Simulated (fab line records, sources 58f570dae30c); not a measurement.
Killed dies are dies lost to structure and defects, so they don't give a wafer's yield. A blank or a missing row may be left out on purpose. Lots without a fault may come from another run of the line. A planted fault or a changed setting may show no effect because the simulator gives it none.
Which tool did it? | flow berkeley_cmos170 | 7 lots, 21 wafers sampled, at 2 steps of a route of 331

WHAT THE GAUGES READ, wafer by wafer
UCB170_CONTACT_THK_MEAS_02.
lot  | measured     | on            | CONTACT_PSG_THK (nm)
L500 | day 9 01:44  | film_metro-04 | 690 687 688
L503 | day 10 11:37 | film_metro-04 | 699 701 698
L504 | day 10 13:27 | film_metro-04 | 702 702 701
L506 | day 10 13:23 | film_metro-04 | 694 696 697
L508 | day 10 22:35 | film_metro-04 | 504 505 502 504 505 501
L511 | day 11 13:52 | film_metro-02 | 504 499 499 503 499 499
L517 | day 12 19:02 | film_metro-01 | 707 704 706

WHICH TOOL RAN EACH LOT (tool, then ch and the chambers of the sampled wafers, then the start)
lot  | UCB170_CONTACT_CVD_01
L500 | lpcvd-02 ch 1, day 8 23:56
L503 | lpcvd-01 ch 0, day 10 09:49
L504 | lpcvd-01 ch 0, day 10 11:36
L506 | lpcvd-01 ch 1, day 10 11:36
L508 | lpcvd-01 ch 1, day 10 19:54
L511 | lpcvd-01 ch 1, day 11 11:10
L517 | lpcvd-02 ch 1, day 12 17:15
- UCB170_CONTACT_CVD_01: deposits PSG from SiH4/O2/PH3, target thk 700 nm, time 2820 s.

THE ANSWER, worked out from the rows above alone
Rule: what is usual is taken from the lots themselves. Put in order of their means at a reading, lots are off if they are a third of the lots or fewer, leave a main group of 4 or more, and stand apart from it by a gap of 3 or more times the standard deviation of the main group's means; of several such gaps the widest counts. A main group whose means are all the same, to the digits that the tables above print for the reading, isn't used. A lot without any number at a reading at which 4 lots or more have one is off too. The other lots that the step has rows for count as sound.
Off: L508, L511, at UCB170_CONTACT_THK_MEAS_02 (CONTACT_PSG_THK). The main group: mean 698 nm, standard deviation 5.9.
A tool fits if, at a process step before that reading, it ran every lot that is off, and no sound lot after the first of them. The gauges at UCB170_CONTACT_THK_MEAS_02 are tried like those tools. One fits: lpcvd-01 at UCB170_CONTACT_CVD_01. Its last sound lot is L504 (day 10 11:36), its first lot that is off L508 (day 10 19:54): a fault that began between those two fits.

WHAT THE SIMULATOR HAD PUT IN
Process parameter drift: lpcvd-01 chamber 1, from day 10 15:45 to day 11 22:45, at UCB170_CONTACT_CVD_01. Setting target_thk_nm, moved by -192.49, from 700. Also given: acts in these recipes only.
Lots struck among those shown: L508, L511. The rule above found the same.
